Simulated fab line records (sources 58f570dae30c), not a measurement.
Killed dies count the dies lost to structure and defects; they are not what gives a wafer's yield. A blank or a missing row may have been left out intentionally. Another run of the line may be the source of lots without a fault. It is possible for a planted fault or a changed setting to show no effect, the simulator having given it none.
Which tool is to blame?    flow berkeley cmos170    42 wafers from 14 lots sampled at 4 of the route's 331 steps

## WHAT THE GAUGES SHOWED, per wafer
UCB170_PWELL_OVL_MEAS_13.
lot   measured     on          PWELL_OVL (nm)
L952  day 3 01:08  overlay-02  -4 -4 -3
L953  day 3 07:22  overlay-01  6 -5 -8
L954  day 3 20:57  overlay-01  5 5 5
L955  day 4 04:29  overlay-01  -7 -3 -7
L956  day 4 04:09  overlay-01  4 7 0
L957  day 4 04:37  overlay-02  2 -1 3
L964  day 6 02:16  overlay-02  11 10 10
L965  day 6 02:01  overlay-01  -7 -6 -10
L967  day 6 12:13  overlay-01  -3 5 6
L968  day 6 17:10  overlay-01  -6 0 -4
L969  day 6 17:30  overlay-02  1 4 2
L970  day 7 08:58  overlay-02  -9 -6 -2
L971  day 7 08:43  overlay-02  4 -3 -9
L973  day 7 19:52  overlay-02  -4 8 6

UCB170_WELLDRIVE_THK_MEAS_02.
lot   measured     on             WELLDRIVE_OXIDE_THK (nm)
L952  day 3 16:45  film metro-02  208 205 207
L953  day 3 16:46  film metro-01  207 207 205
L954  day 4 08:50  film metro-01  202 206 203
L955  day 4 17:08  film metro-02  204 205 206
L956  day 4 17:08  film metro-04  206 203 205
L957  day 4 17:08  film metro-01  216 213 216
L964  day 6 14:59  film metro-04  155 156 160
L965  day 6 14:58  film metro-01  162 164 162
L967  day 7 00:51  film metro-01  206 202 202
L968  day 7 07:40  film metro-02  209 208 208
L969  day 7 07:40  film metro-04  206 205 205
L970  day 8 00:25  film metro-01  216 217 215
L971  day 8 00:24  film metro-04  209 214 211
L973  day 8 08:00  film metro-02  212 215 215

## WHICH TOOL RAN EACH LOT (tool, then ch and the chambers of the sampled wafers, then the start)
lot   UCB170_ZERO_STRIP_07                 UCB170_WELLDRIVE_OXIDATION_01
L952  plasma asher-03 ch 0,1, day 1 17:26  furnace-02 ch 0, day 3 13:15
L953  plasma asher-01 ch 0,1, day 1 23:46  furnace-02 ch 0, day 3 13:15
L954  plasma asher-01 ch 0,1, day 2 06:18  furnace-04 ch 0, day 4 05:19
L955  plasma asher-01 ch 0,1, day 2 15:17  furnace-01 ch 0, day 4 13:38
L956  plasma asher-03 ch 0,1, day 2 15:34  furnace-01 ch 0, day 4 13:38
L957  plasma asher-04 ch 0, day 2 15:38    furnace-01 ch 0, day 4 13:38
L964  plasma asher-03 ch 0,1, day 4 08:04  furnace-02 ch 0, day 6 11:28
L965  plasma asher-04 ch 0,1, day 4 13:15  furnace-02 ch 0, day 6 11:28
L967  plasma asher-04 ch 0,1, day 5 01:35  furnace-04 ch 0, day 6 21:21
L968  plasma asher-01 ch 0,1, day 5 06:52  furnace-04 ch 0, day 7 04:10
L969  plasma asher-04 ch 0,1, day 5 11:11  furnace-04 ch 0, day 7 04:10
L970  plasma asher-01 ch 0,1, day 5 18:01  furnace-01 ch 0, day 7 20:54
L971  plasma asher-03 ch 0,1, day 5 18:07  furnace-01 ch 0, day 7 20:54
L973  plasma asher-03 ch 0,1, day 6 09:13  furnace-01 ch 0, day 8 04:30
- UCB170_ZERO_STRIP_07: strips in O2.
- UCB170_WELLDRIVE_OXIDATION_01: target thk 199 nm, ox time 9000 s.

## WHAT THE TOOLS THEMSELVES READ (means of the sampled wafers that have a number; where no wafer has one, the mark that the record gives instead)
UCB170_ZERO_STRIP_07.
lot   tool             drypump motor current A (A)  oes product au (a.u.)  strip time to endpoint s (s)
L952  plasma asher-03  5.2                          0.726                  21.49
L953  plasma asher-01  5.5                          0.724                  21.44
L954  plasma asher-01  5.9                          0.728                  21.56
L955  plasma asher-01  5.9                          0.729                  21.47
L956  plasma asher-03  5.6                          0.732                  21.54
L957  plasma asher-04  6.5                          0.725                  21.59
L964  plasma asher-03  5.2                          0.724                  21.43
L965  plasma asher-04  6.4                          0.726                  21.61
L967  plasma asher-04  6.2                          0.726                  21.51
L968  plasma asher-01  5.5                          0.729                  21.53
L969  plasma asher-04  6.4                          0.726                  21.57
L970  plasma asher-01  5.9                          0.726                  21.39
L971  plasma asher-03  5.2                          0.730                  21.59
L973  plasma asher-03  5.6                          0.725                  21.60

UCB170_WELLDRIVE_OXIDATION_01.
lot   tool        zone power centre pct (%)
L952  furnace-02  54
L953  furnace-02  54
L954  furnace-04  57
L955  furnace-01  62
L956  furnace-01  63
L957  furnace-01  64
L964  furnace-02  55
L965  furnace-02  54
L967  furnace-04  57
L968  furnace-04  57
L969  furnace-04  57
L970  furnace-01  63
L971  furnace-01  63
L973  furnace-01  63

## THE ANSWER, worked out from the rows above alone
Rule: the usual values come from the lots themselves. The widest of any qualifying gaps counts: lots, ordered by their means at a reading, are off when they make up no more than a third of the lots, leave a main group of 4 or more, and stand apart from it by 3 or more times the standard deviation of that group's means. Not used: any main group whose means are identical at the precision the tables above print for the reading. A lot without any number at a reading at which 4 lots or more have one is off too. All remaining lots with rows at the step are treated as sound. After the gauges, taken in route order, come the tools' own readings; for these a lot's mean is taken, as printed above. The first step at which some lot is off is used, and at that step the reading that is off furthest; a lot without a number counts as furthest.
Off: at UCB170_WELLDRIVE_THK_MEAS_02 (WELLDRIVE_OXIDE_THK), L964, L965. The main group has a mean of 208 nm with a standard deviation of 4.4.
If a tool, at a process step before that reading, ran all the lots that are off and no sound lot after the first of them, it fits. The gauges at UCB170_WELLDRIVE_THK_MEAS_02 are tried like those tools. One fits: furnace-02 at UCB170_WELLDRIVE_OXIDATION_01. A fault onset in the window from L952 (day 3 13:15, its last sound lot) to L964 (day 6 11:28, its first lot off) fits.

## WHAT WAS PUT IN BY THE SIMULATOR
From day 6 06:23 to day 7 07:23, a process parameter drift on furnace-02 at UCB170_WELLDRIVE_OXIDATION_01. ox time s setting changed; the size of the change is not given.
Struck lots among those shown: L965, L964. The same result came from the rule above.
